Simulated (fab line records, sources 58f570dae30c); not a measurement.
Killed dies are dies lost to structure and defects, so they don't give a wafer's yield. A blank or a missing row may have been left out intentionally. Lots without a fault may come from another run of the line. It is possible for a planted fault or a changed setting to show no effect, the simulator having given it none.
The tool behind it: which one?    flow berkeley-cmos170    Sampling: 14 lots, 42 wafers, 6 of 331 route steps

## WHAT EACH GAUGE READ, for each wafer
UCB170_PSD_TW_MEAS_10. Usual: for PSD_TW the level is 2344 and the standard deviation is 21.
lot   measured      on             PSD_TW          flag
L893  day 7 03:43   film-metro-03  2356 2354 2364  
L895  day 7 16:01   film-metro-01  2345 2346 2349  
L894  day 7 16:34   film-metro-01  2347 2331 2344  
L897  day 7 23:48   film-metro-01  2343 2342 2352  
L896  day 8 00:02   film-metro-03  2348 2375 2366  
L901  day 8 08:40   film-metro-03  2363 2366 2361  
L899  day 8 08:48   film-metro-01  2337 2329 2321  
L898  day 8 08:58   film-metro-02  2344 2348 2348  
L902  day 8 22:19   film-metro-03  2373 2376 2368  
L904  day 8 22:27   film-metro-01  2327 2324 2328  
L905  day 9 22:47   film-metro-03  2350 2356 2348  
L910  day 10 13:43  film-metro-02  2294 2310 2311  
L913  day 10 14:29  film-metro-03  2369 2374 2366  
L915  day 11 10:43  film-metro-03  2391 2373 2386  

UCB170_M1_CD_MEAS_09 targets a cd of 700 nm. Usual: 700.4 nm for cd-nm, sd 1.2.
lot   measured      on         cd-nm (nm)         flag
L893  day 7 21:13   cd-sem-02  701.7 700.6 702.0  
L895  day 8 04:41   cd-sem-02  699.0 699.6 698.0  
L894  day 8 04:55   cd-sem-02  700.2 699.0 699.4  
L897  day 8 11:30   cd-sem-02  700.1 700.0 699.8  
L896  day 8 12:29   cd-sem-01  699.4 700.7 700.1  
L901  day 8 22:42   cd-sem-01  700.0 699.8 699.7  
L899  day 9 00:41   cd-sem-02  700.7 700.8 702.3  
L898  day 9 00:25   cd-sem-02  698.9 700.5 698.3  
L902  day 9 11:49   cd-sem-01  644.4 646.4 644.5  OFF
L904  day 9 11:13   cd-sem-01  644.9 644.9 645.7  OFF
L905  day 10 14:13  cd-sem-01  700.1 700.3 700.5  
L910  day 11 09:33  cd-sem-02  702.4 702.2 702.3  
L913  day 11 08:04  cd-sem-01  701.2 698.6 699.8  
L915  day 11 23:35  cd-sem-01  702.3 701.3 701.9  

UCB170_M1_CD_MEAS_90 targets a cd of 700 nm. Usual: 698.3 nm for cd-nm, sd 2.1.
lot   measured      on         cd-nm (nm)         flag
L893  day 7 21:38   cd-sem-01  699.2 696.3 700.1  
L895  day 8 05:07   cd-sem-01  699.2 699.8 694.2  
L894  day 8 05:21   cd-sem-01  698.5 696.6 698.1  
L897  day 8 11:56   cd-sem-02  698.5 697.3 698.6  
L896  day 8 12:55   cd-sem-01  700.0 700.4 695.8  
L901  day 8 23:08   cd-sem-02  696.2 698.3 697.6  
L899  day 9 01:07   cd-sem-01  695.9 702.5 700.4  
L898  day 9 00:52   cd-sem-02  696.7 696.6 695.8  
L902  day 9 12:15   cd-sem-01  644.1 643.3 641.5  OFF
L904  day 9 11:43   cd-sem-01  643.0 641.6 640.7  OFF
L905  day 10 14:40  cd-sem-02  697.9 701.1 699.4  
L910  day 11 09:59  cd-sem-01  698.1 699.3 700.1  
L913  day 11 08:33  cd-sem-02  695.2 693.9 699.4  
L915  day 12 00:08  cd-sem-02  699.4 699.5 697.7  

## TOOL THAT RAN EACH LOT (tool first, then ch and the chambers of the sampled wafers, then the start)
lot   UCB170_SDANNEAL_RTA_00            UCB170_M1_PEB_07                   UCB170_M1_ETCH_11
L893  rtp-anneal-01 ch 0, day 7 11:10   litho-track-02 ch 0, day 7 20:56   rie-diel-02 ch 0,1,2, day 7 21:22
L895  rtp-anneal-01 ch 0, day 7 19:31   litho-track-04 ch 0, day 8 04:25   rie-diel-01 ch 1,2, day 8 04:47
L894  rtp-anneal-01 ch 0, day 7 20:24   litho-track-04 ch 0, day 8 04:39   rie-diel-02 ch 1,2,3, day 8 05:03
L897  rtp-anneal-01 ch 0, day 8 03:30   litho-track-02 ch 0, day 8 11:14   rie-diel-03 ch 1,2,3, day 8 11:38
L896  rtp-anneal-02 ch 0, day 8 03:58   litho-track-02 ch 0, day 8 12:13   rie-diel-02 ch 0,3, day 8 12:38
L901  rtp-anneal-02 ch 0, day 8 12:32   litho-track-04 ch 0, day 8 22:26   rie-diel-03 ch 1,2,3, day 8 22:50
L899  rtp-anneal-01 ch 0, day 8 13:01   litho-track-02 ch 0, day 9 00:25   rie-diel-02 ch 0,2,3, day 9 00:49
L898  rtp-anneal-02 ch 0, day 8 13:01   litho-track-04 ch 0, day 9 00:09   rie-diel-03 ch 0,2,3, day 9 00:34
L902  rtp-anneal-02 ch 0, day 9 01:19   litho-track-02 ch 0, day 9 11:28   rie-diel-02 ch 0,2,3, day 9 11:59
L904  rtp-anneal-01 ch 0, day 9 01:25   litho-track-02 ch 0, day 9 10:57   rie-diel-01 ch 0,1,2, day 9 11:22
L905  rtp-anneal-02 ch 0, day 10 04:28  litho-track-04 ch 0, day 10 13:55  rie-diel-03 ch 0,2,3, day 10 14:21
L910  rtp-anneal-01 ch 0, day 10 20:12  litho-track-04 ch 0, day 11 09:17  rie-diel-01 ch 1,2,3, day 11 09:40
L913  rtp-anneal-01 ch 0, day 10 21:05  litho-track-03 ch 0, day 11 07:48  rie-diel-01 ch 0,1,3, day 11 08:13
L915  rtp-anneal-01 ch 0, day 11 14:02  litho-track-04 ch 0, day 11 23:18  rie-diel-03 ch 1,2,3, day 11 23:44
- UCB170_SDANNEAL_RTA_00: time 10 s.
- UCB170_M1_PEB_07
- UCB170_M1_ETCH_11: etches BARC in N2/H2.

## AS READ BY THE TOOLS THEMSELVES (means over the sampled wafers that have a number; for cases with no such wafer, the mark the record gives instead)
UCB170_SDANNEAL_RTA_00. Usual: lamp-power-pct 30.0 %, standard deviation 0.8; wafer_temp_C_max 903.3, standard deviation 1.
lot   tool           lamp-power-pct (%)  wafer_temp_C_max  flag
L893  rtp-anneal-01  29.3                904.1             
L895  rtp-anneal-01  29.3                903.9             
L894  rtp-anneal-01  29.3                904.0             
L897  rtp-anneal-01  29.3                904.0             
L896  rtp-anneal-02  30.9                902.1             
L901  rtp-anneal-02  30.9                902.5             
L899  rtp-anneal-01  29.3                904.7             
L898  rtp-anneal-02  30.9                902.8             
L902  rtp-anneal-02  30.9                902.5             
L904  rtp-anneal-01  29.3                904.1             
L905  rtp-anneal-02  30.9                902.9             
L910  rtp-anneal-01  29.3                904.2             
L913  rtp-anneal-01  29.3                903.2             
L915  rtp-anneal-01  29.3                903.5             

UCB170_M1_PEB_07. Usual: exhaust-pa 45.1 Pa, standard deviation 0.98; heater-power-total-W 56.79 W, standard deviation 0.046; plate-temp-C 130.00 C, standard deviation 0.15.
lot   tool            exhaust-pa (Pa)  heater-power-total-W (W)  plate-temp-C (C)  flag
L893  litho-track-02  45.9             56.78                     130.02            
L895  litho-track-04  45.6             56.79                     129.99            
L894  litho-track-04  45.8             56.82                     130.16            
L897  litho-track-02  44.2             56.76                     130.24            
L896  litho-track-02  44.7             56.82                     130.00            
L901  litho-track-04  44.4             56.79                     129.92            
L899  litho-track-02  46.3             56.75                     129.78            
L898  litho-track-04  45.2             56.82                     129.93            
L902  litho-track-02  44.2             64.97                     144.10            OFF
L904  litho-track-02  45.0             64.99                     144.13            OFF
L905  litho-track-04  44.7             56.79                     129.94            
L910  litho-track-04  44.2             56.79                     130.04            
L913  litho-track-03  45.3             56.79                     129.96            
L915  litho-track-04  44.7             56.82                     130.16            

UCB170_M1_ETCH_11. Usual: drypump-motor-current-A 5.7 A, standard deviation 0.36; oes-product-au 1.011 a.u., standard deviation 0.027; rf-fwd-power-W 494.5 W, standard deviation 2.4; throttle-valve-pct 13.42 %, standard deviation 0.21.
lot   tool         drypump-motor-current-A (A)  oes-product-au (a.u.)  rf-fwd-power-W (W)  throttle-valve-pct (%)  flag
L893  rie-diel-02  5.6                          1.004                  492.9               13.57                   
L895  rie-diel-01  6.0                          1.030                  497.0               13.11                   
L894  rie-diel-02  5.8                          1.012                  495.1               13.46                   
L897  rie-diel-03  5.5                          1.012                  493.2               13.37                   
L896  rie-diel-02  5.9                          1.011                  496.0               13.39                   
L901  rie-diel-03  5.5                          1.005                  493.8               13.37                   
L899  rie-diel-02  5.8                          1.015                  495.1               13.48                   
L898  rie-diel-03  5.8                          1.009                  495.7               13.47                   
L902  rie-diel-02  5.8                          1.022                  494.4               13.48                   
L904  rie-diel-01  6.1                          1.023                  496.5               13.22                   
L905  rie-diel-03  5.7                          1.010                  494.6               13.47                   
L910  rie-diel-01  5.6                          1.027                  497.6               13.31                   
L913  rie-diel-01  5.8                          1.008                  495.2               13.43                   
L915  rie-diel-03  5.5                          1.010                  493.2               13.36                   

## THE ANSWER, worked out from the rows above alone
Rule: lot off if the mean of its wafers having a number is beyond 3 standard deviations from the usual mean. Also off: a lot with no number at a reading for which 4 or more lots have one. Any other lot the step has rows for is counted as sound. First the gauges in route order, then the tools' own readings, where a lot's mean is used as printed above. At the first step where some lot is off, the reading lying furthest off is the one used; lots without a number count as furthest.
Off, at UCB170_M1_CD_MEAS_09 on cd-nm: L902, L904.
If a tool, at a process step before that reading, ran all the lots that are off and no sound lot after the first of them, it fits. The gauges at UCB170_M1_CD_MEAS_09 aren't tried: what is off there is off at UCB170_M1_PEB_07 too, on other tools, and a gauge's error can't cause that. One fits: UCB170_M1_PEB_07 on litho-track-02. Its last sound lot is L899 (day 9 00:25), its first lot that is off L904 (day 9 10:57): a fault that began between those two fits.
The tool's own readings at UCB170_M1_PEB_07 bear it out: on the lots that are off they differ by more than 5 times the standard deviation of the sound lots' means. heater-power-total-W reads 64.98 W there against 56.79 W on the sound lots; plate-temp-C reads 144.12 C there against 130.01 C on the sound lots.

## WHAT THE SIMULATOR HAD PUT IN
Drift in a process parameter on litho-track-02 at UCB170_M1_PEB_07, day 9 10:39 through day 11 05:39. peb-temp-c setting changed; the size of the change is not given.
Struck lots among those shown: L902, L904. The same result came from the rule above.
